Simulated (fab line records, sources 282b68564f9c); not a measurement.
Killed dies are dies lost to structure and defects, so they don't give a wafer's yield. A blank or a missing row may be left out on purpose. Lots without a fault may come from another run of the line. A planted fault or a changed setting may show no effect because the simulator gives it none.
Which tool did it? | flow rit_cmos | 14 lots, 42 wafers sampled, at 3 steps of a route of 202

WHAT THE GAUGES READ, wafer by wafer
RIT_NLDD_TW_MEAS_10. Usual: NLDD_TW 2491, standard deviation 13.
lot  | measured    | on            | NLDD_TW        | flag
L318 | day 2 20:05 | film_metro-02 | 2482 2488 2506 |
L319 | day 3 00:04 | film_metro-02 | 2507 2487 2506 |
L322 | day 3 19:22 | film_metro-02 | 2509 2502 2493 |
L323 | day 3 21:40 | film_metro-02 | 2497 2482 2497 |
L326 | day 4 14:50 | film_metro-03 | 2252 2223 2245 | OFF
L328 | day 5 00:41 | film_metro-04 | 2258 2254 2272 | OFF
L330 | day 5 09:01 | film_metro-03 | 2489 2475 2474 |
L331 | day 5 15:11 | film_metro-03 | 2479 2484 2489 |
L332 | day 5 19:25 | film_metro-03 | 2481 2488 2487 |
L334 | day 6 03:47 | film_metro-04 | 2501 2488 2501 |
L336 | day 6 16:46 | film_metro-02 | 2487 2489 2503 |
L337 | day 6 21:19 | film_metro-04 | 2500 2494 2494 |
L340 | day 7 09:48 | film_metro-03 | 2482 2485 2491 |
L341 | day 7 17:07 | film_metro-04 | 2493 2511 2512 |

RIT_SDANNEAL_RS_MEAS_07: measures by four-point-probe. Usual: NLDD_RS 151.6 ohm/sq, standard deviation 0.48.
lot  | measured    | on            | NLDD_RS (ohm/sq)  | flag
L318 | day 3 03:50 | film_metro-04 | 152.3 151.8 152.6 |
L319 | day 3 08:02 | film_metro-03 | 152.3 152.1 152.1 |
L322 | day 4 06:14 | film_metro-04 | 151.3 151.6 150.9 |
L323 | day 4 06:15 | film_metro-03 | 151.5 151.8 151.3 |
L326 | day 5 00:23 | film_metro-02 | 156.7 156.2 156.7 | OFF
L328 | day 5 11:13 | film_metro-03 | 157.5 157.6 158.0 | OFF
L330 | day 5 18:02 | film_metro-03 | 151.7 152.1 151.8 |
L331 | day 5 23:16 | film_metro-02 | 152.6 151.8 151.9 |
L332 | day 6 03:37 | film_metro-02 | 152.4 151.1 152.1 |
L334 | day 6 11:50 | film_metro-03 | 151.7 151.5 150.8 |
L336 | day 7 00:37 | film_metro-02 | 152.2 151.6 151.4 |
L337 | day 7 05:21 | film_metro-02 | 151.2 151.5 151.2 |
L340 | day 7 18:51 | film_metro-02 | 150.8 151.3 150.9 |
L341 | day 8 01:22 | film_metro-03 | 151.9 151.6 152.4 |

WHICH TOOL RAN EACH LOT (tool, then ch and the chambers of the sampled wafers, then the start)
lot  | RIT_NLDD_IMPLANT_08
L318 | implanter-02 ch 0, day 2 19:46
L319 | implanter-02 ch 0, day 2 23:44
L322 | implanter-03 ch 0, day 3 19:05
L323 | implanter-01 ch 0, day 3 21:20
L326 | implanter-01 ch 0, day 4 14:32
L328 | implanter-01 ch 0, day 5 00:25
L330 | implanter-03 ch 0, day 5 08:41
L331 | implanter-03 ch 0, day 5 14:52
L332 | implanter-02 ch 0, day 5 19:05
L334 | implanter-02 ch 0, day 6 03:27
L336 | implanter-02 ch 0, day 6 16:26
L337 | implanter-03 ch 0, day 6 21:01
L340 | implanter-03 ch 0, day 7 09:28
L341 | implanter-03 ch 0, day 7 16:49
- RIT_NLDD_IMPLANT_08

WHAT THE TOOLS THEMSELVES READ (means of the sampled wafers that have a number; where no wafer has one, the mark that the record gives instead)
RIT_NLDD_IMPLANT_08. Usual: beam_energy_keV 20.000, standard deviation 0.0066.
lot  | tool         | beam_energy_keV | flag
L318 | implanter-02 | 20.006          |
L319 | implanter-02 | 19.996          |
L322 | implanter-03 | 20.010          |
L323 | implanter-01 | 20.002          |
L326 | implanter-01 | 13.995          | OFF
L328 | implanter-01 | 13.991          | OFF
L330 | implanter-03 | 19.995          |
L331 | implanter-03 | 19.998          |
L332 | implanter-02 | 20.000          |
L334 | implanter-02 | 20.002          |
L336 | implanter-02 | 19.996          |
L337 | implanter-03 | 20.001          |
L340 | implanter-03 | 19.998          |
L341 | implanter-03 | 19.987          |

THE ANSWER, worked out from the rows above alone
Rule: a lot is off if the mean of its wafers that have a number lies more than 3 standard deviations from the usual mean. A lot without any number at a reading at which 4 lots or more have one is off too. The other lots that the step has rows for count as sound. The gauges are gone through in route order, then the tools' own readings, and for those a lot's mean is taken as printed above. The first step at which some lot is off is used, and at that step the reading that is off furthest; a lot without a number counts as furthest.
Off: L326, L328, at RIT_NLDD_TW_MEAS_10 (NLDD_TW).
A tool fits if, at a process step before that reading, it ran every lot that is off, and no sound lot after the first of them. The gauges at RIT_NLDD_TW_MEAS_10 aren't tried: what is off there is off at RIT_NLDD_IMPLANT_08 too, on other tools, and a gauge's error can't cause that. One fits: implanter-01 at RIT_NLDD_IMPLANT_08. Its last sound lot is L323 (day 3 21:20), its first lot that is off L326 (day 4 14:32): a fault that began between those two fits.
The tool's own readings at RIT_NLDD_IMPLANT_08 bear it out: on the lots that are off they differ by more than 5 times the standard deviation of the sound lots' means. beam_energy_keV reads 13.993 there against 19.999 on the sound lots.

WHAT THE SIMULATOR HAD PUT IN
Process parameter drift: implanter-01, from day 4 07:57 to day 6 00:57, at RIT_NLDD_IMPLANT_08. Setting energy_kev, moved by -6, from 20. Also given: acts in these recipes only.
Lots struck among those shown: L326, L328. The rule above found the same.
